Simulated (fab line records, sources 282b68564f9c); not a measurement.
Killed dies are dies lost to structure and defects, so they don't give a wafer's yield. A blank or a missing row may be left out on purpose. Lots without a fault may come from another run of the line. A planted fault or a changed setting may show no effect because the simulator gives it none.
Split-lot experiment | flow rit_cmos | 5 lots, 23 wafers read, on a route of 202 steps

THE SPLIT
At RIT_PSD_IMPLANT_08, the setting energy_kev was moved away from the recipe's 27 on 7 of the 23 wafers read, by -3.9% to +3.8%. The other wafers ran this setting at the recipe's value.

FROM THE SPLIT TO THE READING: what the file shows between them, 3 steps
- RIT_PSD_STRIP_09: strips in O2, time 180 s
- RIT_SDANNEAL_CLEAN_02: cleans in SC2, time 600 s
- RIT_SDANNEAL_RTA_03: time 5.234 s

THE READING
PSD_RS, in ohm/sq, at RIT_SDANNEAL_RS_MEAS_04 (measures by four-point-probe). Fault-free wafers of this fab line usually give 115.38 ohm/sq, standard deviation 0.28 ohm/sq.

wafer  | tool, chamber at the split | energy_kev as run | against the recipe | PSD_RS, ohm/sq | against lot-mates on the recipe
L076.1 | implanter-04, 0            | 27                | recipe             | 115.26         | -
L076.2 | implanter-04, 0            | 27                | recipe             | 114.93         | -
L076.4 | implanter-04, 0            | 27                | recipe             | 115.35         | -
L076.5 | implanter-04, 0            | 28.02             | +3.8%              | 113.23         | -1.95
L076.6 | implanter-04, 0            | 28.02             | +3.8%              | 112.80         | -2.38
L078.1 | implanter-01, 0            | 27                | recipe             | 115.24         | -
L078.2 | implanter-01, 0            | 27                | recipe             | 115.09         | -
L078.3 | implanter-01, 0            | 27                | recipe             | 115.47         | -
L078.5 | implanter-01, 0            | 27                | recipe             | 115.39         | -
L078.6 | implanter-01, 0            | 27                | recipe             | 115.52         | -
L079.1 | implanter-03, 0            | 27                | recipe             | 115.09         | -
L079.2 | implanter-03, 0            | 27                | recipe             | 115.32         | -
L079.6 | implanter-03, 0            | 27                | recipe             | 115.42         | -
L080.1 | implanter-01, 0            | 25.95             | -3.9%              | 117.53         | +2.36
L080.2 | implanter-01, 0            | 25.95             | -3.9%              | 117.75         | +2.58
L080.4 | implanter-01, 0            | 25.95             | -3.9%              | 117.31         | +2.14
L080.5 | implanter-01, 0            | 27                | recipe             | 115.46         | -
L080.6 | implanter-01, 0            | 27                | recipe             | 114.89         | -
L082.1 | implanter-01, 0            | 27                | recipe             | 115.47         | -
L082.2 | implanter-01, 0            | 27                | recipe             | 115.46         | -
L082.3 | implanter-01, 0            | 27.99             | +3.7%              | 113.62         | -1.96
L082.4 | implanter-01, 0            | 27.99             | +3.7%              | 113.40         | -2.18
L082.6 | implanter-01, 0            | 27                | recipe             | 115.82         | -

THE FIT
A straight line over all 23 wafers: PSD_RS changes by -0.561 ohm/sq for each +1% of energy_kev; r = -0.98; the points scatter about the line by 0.24 ohm/sq.
The same after taking each lot's own level away (the mean of its wafers on the recipe; 23 wafers): -0.586 ohm/sq for each +1%; r = -0.99; scatter 0.19 ohm/sq.
On that fit, the largest move of energy_kev shifts the reading by 2.3 ohm/sq.
The lots' own levels span 115.175 to 115.583 ohm/sq, that is 1.5 times the standard deviation above.
So the lot-to-lot level changes the slope little: the two slopes agree.
Check: with one of the wafers moved furthest among these (-3.9%) left out of the fit, the line predicts +2.29 ohm/sq for it against its lot-mates. It came out at +2.36 ohm/sq against them.

OTHER SPLITS ON THESE WAFERS
These wafers also went through other splits before the reading. Each is held against what the fit with the lots' levels taken away leaves over:
other split on the same wafers | wafers away from the commonest value | r with PSD_RS (lot level and that fit taken away)
RIT_NSD_COAT_01 spin_rpm       | 10                                   | -0.08

THE WHOLE CHAIN: every reading that the file lists as answering this split, in the file's order
step                    | what it does                 | reading                                                         | change (the file's fit)                | r (the file's)
RIT_PSD_IMPLANT_08      |                              | implant.rp_nm (the simulator's own value, which no gauge read)  | +0.177 nm for each +1% of the setting  | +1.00
RIT_PSD_IMPLANT_08      |                              | implant.drp_nm (the simulator's own value, which no gauge read) | +0.0847 nm for each +1% of the setting | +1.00
RIT_SDANNEAL_RS_MEAS_04 | measures by four-point-probe | PSD_RS                                                          | -0.582 for each +1% of the setting     | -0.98

THE FILE'S OWN FIT
PSD_RS changes by -0.582 ohm/sq for each +1% of energy_kev, r = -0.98.
